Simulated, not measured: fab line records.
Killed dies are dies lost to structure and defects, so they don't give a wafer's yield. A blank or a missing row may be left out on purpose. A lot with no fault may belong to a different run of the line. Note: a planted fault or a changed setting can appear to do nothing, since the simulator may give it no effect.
fab line records | flow rit_cmos
record lots=15 | wafers=45 | last_day=7
route steps=202 shown NRETRO@58
lots with no fault: from the same line, run without faults
start_h: the number of hours between the record's first day and the start of the first shown wafer of the lot | wait_h: hours elapsed since this lot's preceding step | " the same as in the row above | L1.1+2: several wafers, shown together as one row | - no value present, or no start provided | * or withheld: withheld | < > ~ a bound
route shown NAME@n: a module of which the file shows steps, and the number in the route of the first | usual: mean and standard deviation over wafers with no fault | same: alike in all rows | chamber/n: place in a boat | sites: per-site readings | _std_site: standard deviation of those values | _edge_site: mean of outer sites minus mean of inner sites | radius_mm: for every site, how far away it sits from the centre of the wafer | mask NAME#n: copy n | behind: the tool/chamber that last shaped the wafer | hold: cause of the lot's hold/its duration in hours/its outcome | device: the transistor (n, p or np) that didn't switch | end of line: tests of these same wafers at the route's end | step lacking rows: just its recipe | killed: dies that structure and defects cost at the first sort, which is not the same as the wafer's yield | map: dies across one wafer; x = killed, . = not, _ = none there
set.NAME: the setting the step ran with; set.NAME@STEP: the setting that earlier step ran with | model.NAME: the simulator's own value behind a step, which no gauge read
the route's steps for a sample of lots (tables are steps, rows are wafers)
## steps
# step RIT_NRETRO_DEVELOP_05
# recipe resist=NOVOLAK | develop_time_s=68 | dev_temp_c=23
# usual chill_plate_temp_C=22.98/0.093 | develop_time_s=68/0
lot.wafer | tool           | chamber | start_h | wait_h | chill_plate_temp_C | develop_time_s
L673.2    | litho_track-01 | 0       | 36      | -      | 23.05              | 68
L673.3    | "              | 0       | "       | "      | 23.04              | 68
L673.6    | "              | 0       | "       | "      | 23.11              | 68
L675.2    | litho_track-01 | 0       | 44      | -      | 23.05              | 68
L675.5    | "              | 0       | "       | "      | 22.98              | 68
L675.6    | "              | 0       | "       | "      | 22.98              | 68
L676.1    | litho_track-02 | 0       | 48      | -      | 23.07              | 68
L676.2    | "              | 0       | "       | "      | 23.04              | 68
L676.5    | "              | 0       | "       | "      | 23.14              | 68
L677.3    | litho_track-02 | 0       | 54      | -      | 22.84              | 68
L677.5    | "              | 0       | "       | "      | 22.87              | 68
L677.6    | "              | 0       | "       | "      | 22.84              | 68
L678.2    | litho_track-03 | 0       | 62      | -      | 23.02              | 68
L678.3    | "              | 0       | "       | "      | 23.03              | 68
L678.5    | "              | 0       | "       | "      | 22.98              | 68
L680.1    | litho_track-01 | 0       | 73      | -      | 22.97              | 68
L680.4    | "              | 0       | "       | "      | 22.98              | 68
L680.5    | "              | 0       | "       | "      | 22.99              | 68
L681.1    | litho_track-03 | 0       | 76      | -      | 23.13              | 68
L681.3    | "              | 0       | "       | "      | 22.94              | 68
L681.4    | "              | 0       | "       | "      | 22.82              | 68
L682.1    | litho_track-02 | 0       | 80      | -      | 22.92              | 68
L682.3    | "              | 0       | "       | "      | 23.10              | 68
L682.5    | "              | 0       | "       | "      | 23.07              | 68
L684.1    | litho_track-02 | 0       | 93      | -      | 23.06              | 68
L684.3    | "              | 0       | "       | "      | 22.88              | 68
L684.4    | "              | 0       | "       | "      | 23.04              | 68
L685.2    | litho_track-01 | -       | 94      | -      | -                  | -
L685.4    | "              | -       | "       | "      | -                  | -
L685.5    | "              | -       | "       | "      | -                  | -
L686.4    | litho_track-03 | -       | 101     | -      | -                  | -
L686.5    | "              | -       | "       | "      | -                  | -
L686.6    | "              | -       | "       | "      | -                  | -
L687.1    | litho_track-01 | -       | 106     | -      | -                  | -
L687.3    | "              | -       | "       | "      | -                  | -
L687.6    | "              | -       | 107     | -      | -                  | -
L688.1    | litho_track-02 | 0       | 113     | -      | 22.92              | 68
L688.3    | "              | 0       | "       | "      | 23.20              | 68
L688.6    | "              | 0       | 114     | -      | 22.95              | 68
L689.2    | litho_track-03 | 0       | 119     | -      | 22.99              | 68
L689.3    | "              | 0       | "       | "      | 22.96              | 68
L689.4    | "              | 0       | "       | "      | 22.91              | 68
L695.1    | litho_track-02 | 0       | 143     | -      | 22.96              | 68
L695.2    | "              | 0       | "       | "      | 23.11              | 68
L695.6    | "              | 0       | "       | "      | 22.93              | 68
## key
first_sign step=RIT_NRETRO_DEVELOP_05 | reading=tool_record | direction=missing
effect none on later readings
met_at RIT_NRETRO_DEVELOP_05
struck_lots L685,L686,L687
sort_left_out L685.2,L685.4,L685.5,L686.4,L686.5,L686.6,L687.1,L687.3,L687.6
tester_left_out L685,L686,L687
fault kind=skipped_step_whole | tool=litho_track-01,litho_track-03 | chamber=- | onset_h=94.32 | steps=RIT_NRETRO_DEVELOP_05 | scope=struck_lots_only
# tester_left_out: of these lots the tester's yield and bins aren't shown, on N5 and GAA mostly nor the transistor test; their killed dies are dies lost to structure and defects alone, not to doping, threshold or leakage, so they don't give the yield
# sort_left_out: the simulated sort isn't trusted on such a fault, so these wafers' sort isn't shown, and their yield isn't known
